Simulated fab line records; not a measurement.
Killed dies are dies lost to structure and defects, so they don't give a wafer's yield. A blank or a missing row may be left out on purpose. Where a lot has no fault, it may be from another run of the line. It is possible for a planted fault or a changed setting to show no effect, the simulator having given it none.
Split-lot experiment || flow berkeley-cmos170 || on a route of 331 steps: 5 lots, 23 wafers read

== THE SPLIT ITSELF ==
At UCB170_M3_PEB_13, the setting peb-temp-c was moved away from the recipe's 130 C on 9 of the 23 wafers read, by +1.1% to +2.1%. All remaining wafers had this setting at the recipe value.

== FROM THE SPLIT TO THE READING: what the file shows between them, 5 steps ==
- UCB170_M3_DEVELOP_14: develop time 45 s
- UCB170_M3_CD_MEAS_15: target cd 700 nm
- UCB170_M3_ETCH_17: etches BARC in N2/H2
- UCB170_M3_METAL_ETCH_18: etches Al in Cl2/BCl3, stops on SiO2, target depth 1170 nm, time 195 s (also split here: time-s)
- UCB170_M3_STRIP_19: strips in O2

== THE READING ==
cd-nm (nm) at UCB170_M3_CD_MEAS_90, where the cd target is 700 nm. A value of 700.2 nm with a standard deviation of 2.3 nm is what fault-free wafers of this fab line usually give.

{"wafer": "L075.1", "tool, chamber at the split": "litho-track-01, 0", "peb-temp-c as run, C": 130, "against the recipe": "recipe", "cd-nm, nm": 697.4, "against lot-mates on the recipe": "-"}
{"wafer": "L075.2", "tool, chamber at the split": "litho-track-01, 0", "peb-temp-c as run, C": 130, "against the recipe": "recipe", "cd-nm, nm": 698.7, "against lot-mates on the recipe": "-"}
{"wafer": "L075.3", "tool, chamber at the split": "litho-track-01, 0", "peb-temp-c as run, C": 130, "against the recipe": "recipe", "cd-nm, nm": 705.7, "against lot-mates on the recipe": "-"}
{"wafer": "L075.4", "tool, chamber at the split": "litho-track-01, 0", "peb-temp-c as run, C": 130, "against the recipe": "recipe", "cd-nm, nm": 698.6, "against lot-mates on the recipe": "-"}
{"wafer": "L075.5", "tool, chamber at the split": "litho-track-01, 0", "peb-temp-c as run, C": 130, "against the recipe": "recipe", "cd-nm, nm": 704.6, "against lot-mates on the recipe": "-"}
{"wafer": "L079.2", "tool, chamber at the split": "litho-track-04, 0", "peb-temp-c as run, C": 130, "against the recipe": "recipe", "cd-nm, nm": 700.5, "against lot-mates on the recipe": "-"}
{"wafer": "L079.3", "tool, chamber at the split": "litho-track-04, 0", "peb-temp-c as run, C": 132.7, "against the recipe": "+2.1%", "cd-nm, nm": 687.9, "against lot-mates on the recipe": -13.1}
{"wafer": "L079.4", "tool, chamber at the split": "litho-track-04, 0", "peb-temp-c as run, C": 130, "against the recipe": "recipe", "cd-nm, nm": 701.6, "against lot-mates on the recipe": "-"}
{"wafer": "L079.5", "tool, chamber at the split": "litho-track-04, 0", "peb-temp-c as run, C": 132.7, "against the recipe": "+2.1%", "cd-nm, nm": 688.9, "against lot-mates on the recipe": -12.1}
{"wafer": "L079.6", "tool, chamber at the split": "litho-track-04, 0", "peb-temp-c as run, C": 132.7, "against the recipe": "+2.1%", "cd-nm, nm": 692.5, "against lot-mates on the recipe": -8.5}
{"wafer": "L082.1", "tool, chamber at the split": "litho-track-03, 0", "peb-temp-c as run, C": 132.3, "against the recipe": "+1.8%", "cd-nm, nm": 687.0, "against lot-mates on the recipe": -11.3}
{"wafer": "L082.2", "tool, chamber at the split": "litho-track-03, 0", "peb-temp-c as run, C": 130, "against the recipe": "recipe", "cd-nm, nm": 698.3, "against lot-mates on the recipe": "-"}
{"wafer": "L082.4", "tool, chamber at the split": "litho-track-03, 0", "peb-temp-c as run, C": 132.3, "against the recipe": "+1.8%", "cd-nm, nm": 687.8, "against lot-mates on the recipe": -10.5}
{"wafer": "L082.5", "tool, chamber at the split": "litho-track-03, 0", "peb-temp-c as run, C": 130, "against the recipe": "recipe", "cd-nm, nm": 698.4, "against lot-mates on the recipe": "-"}
{"wafer": "L082.6", "tool, chamber at the split": "litho-track-03, 0", "peb-temp-c as run, C": 132.3, "against the recipe": "+1.8%", "cd-nm, nm": 683.6, "against lot-mates on the recipe": -14.7}
{"wafer": "L083.1", "tool, chamber at the split": "litho-track-03, 0", "peb-temp-c as run, C": 130, "against the recipe": "recipe", "cd-nm, nm": 697.2, "against lot-mates on the recipe": "-"}
{"wafer": "L083.2", "tool, chamber at the split": "litho-track-03, 0", "peb-temp-c as run, C": 131.4, "against the recipe": "+1.1%", "cd-nm, nm": 684.5, "against lot-mates on the recipe": -14.2}
{"wafer": "L083.3", "tool, chamber at the split": "litho-track-03, 0", "peb-temp-c as run, C": 131.4, "against the recipe": "+1.1%", "cd-nm, nm": 695.3, "against lot-mates on the recipe": -3.4}
{"wafer": "L083.4", "tool, chamber at the split": "litho-track-03, 0", "peb-temp-c as run, C": 131.4, "against the recipe": "+1.1%", "cd-nm, nm": 689.2, "against lot-mates on the recipe": -9.5}
{"wafer": "L083.6", "tool, chamber at the split": "litho-track-03, 0", "peb-temp-c as run, C": 130, "against the recipe": "recipe", "cd-nm, nm": 700.2, "against lot-mates on the recipe": "-"}
{"wafer": "L084.1", "tool, chamber at the split": "litho-track-04, 0", "peb-temp-c as run, C": 130, "against the recipe": "recipe", "cd-nm, nm": 703.5, "against lot-mates on the recipe": "-"}
{"wafer": "L084.2", "tool, chamber at the split": "litho-track-04, 0", "peb-temp-c as run, C": 130, "against the recipe": "recipe", "cd-nm, nm": 702.8, "against lot-mates on the recipe": "-"}
{"wafer": "L084.5", "tool, chamber at the split": "litho-track-04, 0", "peb-temp-c as run, C": 130, "against the recipe": "recipe", "cd-nm, nm": 703.7, "against lot-mates on the recipe": "-"}

THE FIT
A straight line over all 23 wafers: cd-nm changes by -6.84 nm for each +1% of peb-temp-c; r = -0.86; the points scatter about the line by 3.6 nm.
The same after taking each lot's own level away (the mean of its wafers on the recipe; 23 wafers): -6.23 nm for each +1%; r = -0.89; scatter 2.9 nm.
That fit puts the effect of the largest move of peb-temp-c on the reading at 13 nm.
Measured against the standard deviation above, the lots' own levels, which go from 698.35 to 703.33 nm, span 2.2 times it.
Consequently the slope shifts little with the lot-to-lot level, the two slopes agreeing.
Check: -13.2 nm against its lot-mates is what the line predicts for one of the wafers moved furthest among these (+2.1%) when that wafer is left out of the fit. Against them it came out at -13.1 nm.

== OTHER SPLITS ON THESE WAFERS ==
Before the reading, these wafers also passed through other splits. Each is held against what the fit with the lots' levels taken away leaves over:
{"other split on the same wafers": "UCB170_M3_METAL_ETCH_18 time-s", "wafers away from the commonest value": 9, "r with cd-nm (lot level and that fit taken away)": -0.71}

== THE WHOLE CHAIN: every reading that the file lists as answering this split, in the file's order ==
{"step": "UCB170_M3_CD_MEAS_15", "what it does": "target cd 700 nm", "reading": "cd-nm", "change (the file's fit)": "-7.41 nm for each +1% of the setting", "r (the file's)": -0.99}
{"step": "UCB170_M3_ETCH_17", "what it does": "etches BARC in N2/H2", "reading": "M3.cd-nm (the simulator's own value, which no gauge read)", "change (the file's fit)": "-7.19 nm for each +1% of the setting", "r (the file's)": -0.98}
{"step": "UCB170_M3_METAL_ETCH_18", "what it does": "etches Al in Cl2/BCl3, stops on SiO2, target depth 1170 nm, time 195 s", "reading": "M3.cd-nm (the simulator's own value, which no gauge read)", "change (the file's fit)": "-6.42 nm for each +1% of the setting", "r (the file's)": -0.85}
{"step": "UCB170_M3_CD_MEAS_90", "what it does": "target cd 700 nm", "reading": "cd-nm", "change (the file's fit)": "-6.38 nm for each +1% of the setting", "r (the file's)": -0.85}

== FILE'S OWN FIT ==
cd-nm changes by -6.38 nm for each +1% of peb-temp-c, r = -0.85.
